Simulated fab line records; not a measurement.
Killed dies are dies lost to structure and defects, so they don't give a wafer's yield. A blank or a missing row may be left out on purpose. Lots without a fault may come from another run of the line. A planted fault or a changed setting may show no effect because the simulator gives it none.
Code-filled problem report in 8D (eight disciplines) form ; flow berkeleyCmos170 ; the parts of the form that need people (team, actions taken, sign-off) are left out

## 1. PROBLEM STATEMENT
runLengthS at UCB170_NWELL_SOFTBAKE_08 reads a mean of 81.26 s on 6 wafers of 2 lots; wafers without a fault read 89.01 s with a standard deviation of 0.16. That is -48 standard deviations from the usual mean.
The step: time 60 s.
Earliest sighting: wafer L660.3 on lithoTrack-04 at day 5 04:32. The record has a number at this step for 42 wafers belonging to 14 lots. By rule, "out" or "out of limits" means more than 4 standard deviations away from the usual mean. The rest of the wafers with a number are treated as sound.

## 2. WHAT IT IS; WHAT IT IS NOT
question;is;is not
which readings at this step;runLengthS, heaterPowerTotalW;-
which lots;L660, L661;L647, L648, L649, L651, L652, L653, L654, L664, L666, L668, L669, L670
which wafers of those lots;all that have a number;-
read on which tools;lithoTrack-04;lithoTrack-01, lithoTrack-02
when;from day 5 04:32;"up to then (21 sound wafers); but 15 sound wafers of L664, L666, L668, L669, L670 came after"

## 3. SUSPECTS, AND WHAT RULES EACH OUT
Counting: any tool at a process step up to the reading is kept as a suspect provided that every lot that is out went through it and no sound lot did after the first of them.
- lithoTrack-04 at UCB170_NWELL_SOFTBAKE_08 (time 60 s): kept. It ran every lot that is out, first L660 (day 5 04:32), and no sound lot after that; its last sound lot up to then is L654 (day 3 21:54). Its own readings are out on those wafers: heaterPowerTotalW, runLengthS.
The count leaves lithoTrack-04 at UCB170_NWELL_SOFTBAKE_08.

## 4. THE CAUSE (what the simulator had put in)
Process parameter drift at UCB170_NWELL_SOFTBAKE_08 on lithoTrack-04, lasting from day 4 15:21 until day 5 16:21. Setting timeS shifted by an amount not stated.
Counting left only this tool.

## 5. SEQUENCE OF EFFECTS, ordered by route
Each row: a reading where the mean over the struck wafers with a number is more than 3 standard deviations away from the usual. Only readings whose record carries a usual standard deviation are examined. hours: median over the lots of the time between each lot's start at the first step of this table that gives one and its start at this step. sigmas: the change, counted in usual standard deviations.
hours;step;reading;usual;on struck wafers;change;sigmas
0;UCB170_NWELL_SOFTBAKE_08;heaterPowerTotalW;56.79 W;58.97;+2.18;+45
0;UCB170_NWELL_SOFTBAKE_08;runLengthS;89.01 s;81.26;-7.75;-48
Its process steps:
- UCB170_NWELL_SOFTBAKE_08: time 60 s.

## 6. WHAT WOULD HAVE CAUGHT IT SOONER
In this record no reading fell out of limits until day 5 04:32, 13 hours after the fault had begun at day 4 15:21.
